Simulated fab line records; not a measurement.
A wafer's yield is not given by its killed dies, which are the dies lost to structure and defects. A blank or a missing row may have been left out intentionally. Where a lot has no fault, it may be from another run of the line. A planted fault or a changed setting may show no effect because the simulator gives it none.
8D (eight disciplines) problem report, filled in by code | flow ritCmos | the parts of the form that need people (team, actions taken, sign-off) are left out

1. THE PROBLEM
At RIT_PRETRO_SOFTBAKE_02, heaterPowerTotalW averages 36.09 W over 6 wafers from 2 lots, while fault-free wafers read 34.57 W, standard deviation 0.051. That puts it +30 standard deviations away from the usual mean.
The step: time 60 s.
The first sign was on wafer L309.4 at day 5 00:28, on lithoTrack-03. The record has a number at this step for 42 wafers belonging to 14 lots. The rule behind "out" and "out of limits": a value lying over 4 standard deviations away from the usual mean. The other wafers with a number count as sound.

2. WHAT IT IS, AND WHAT IT ISN'T
question                    | is                            | is not
which readings at this step | heaterPowerTotalW, plateTempC | resistLineTempC
which lots                  | L309, L310                    | L296, L297, L298, L299, L301, L311, L312, L313, L314, L315, L317, L319
which wafers of those lots  | all that have a number        | -
read on which tools         | lithoTrack-03                 | lithoTrack-01, lithoTrack-04
when                        | from day 5 00:28              | up to then (15 sound wafers); but 21 sound wafers of L311, L312, L313, L314, L315, L317, L319 came after

3. THE SUSPECTS, EACH WITH WHAT RULES IT OUT
Counting: any tool at a process step up to the reading is kept as a suspect provided that every lot that is out went through it and no sound lot did after the first of them.
- lithoTrack-03 at RIT_PRETRO_SOFTBAKE_02 (time 60 s): kept. It ran every lot that is out, first L309 (day 5 00:28), and no sound lot after that; its last sound lot up to then is L298 (day 2 16:49). Out on those wafers are its own readings of heaterPowerTotalW, plateTempC.
The count leaves lithoTrack-03 at RIT_PRETRO_SOFTBAKE_02.

4. THE CAUSE (what the simulator had put in)
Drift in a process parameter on lithoTrack-03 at RIT_PRETRO_SOFTBAKE_02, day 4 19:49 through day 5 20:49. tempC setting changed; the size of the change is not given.
The count eliminated every tool but this one.

5. THE EFFECT CHAIN, in route order
One row per reading whose mean, taken over the struck wafers that have a number, lies over 3 standard deviations from the usual. Only readings for which the record gives a usual standard deviation are gone through. hours: the time from each lot's start at the first step in this table that gives one to its start at this step, as a median over the lots. sigmas: the change in usual standard deviations.
hours | step                   | reading           | usual   | on struck wafers | change | sigmas
0     | RIT_PRETRO_SOFTBAKE_02 | heaterPowerTotalW | 34.57 W | 36.09            | +1.52  | +30
0     | RIT_PRETRO_SOFTBAKE_02 | plateTempC        | 89.99 C | 92.78            | +2.79  | +23
Here are the process steps it includes:
- RIT_PRETRO_SOFTBAKE_02: time 60 s.

6. HOW IT WOULD HAVE BEEN CAUGHT EARLIER
5 hours passed between the start of the fault at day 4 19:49 and the first reading out of limits in this record, taken at day 5 00:28.
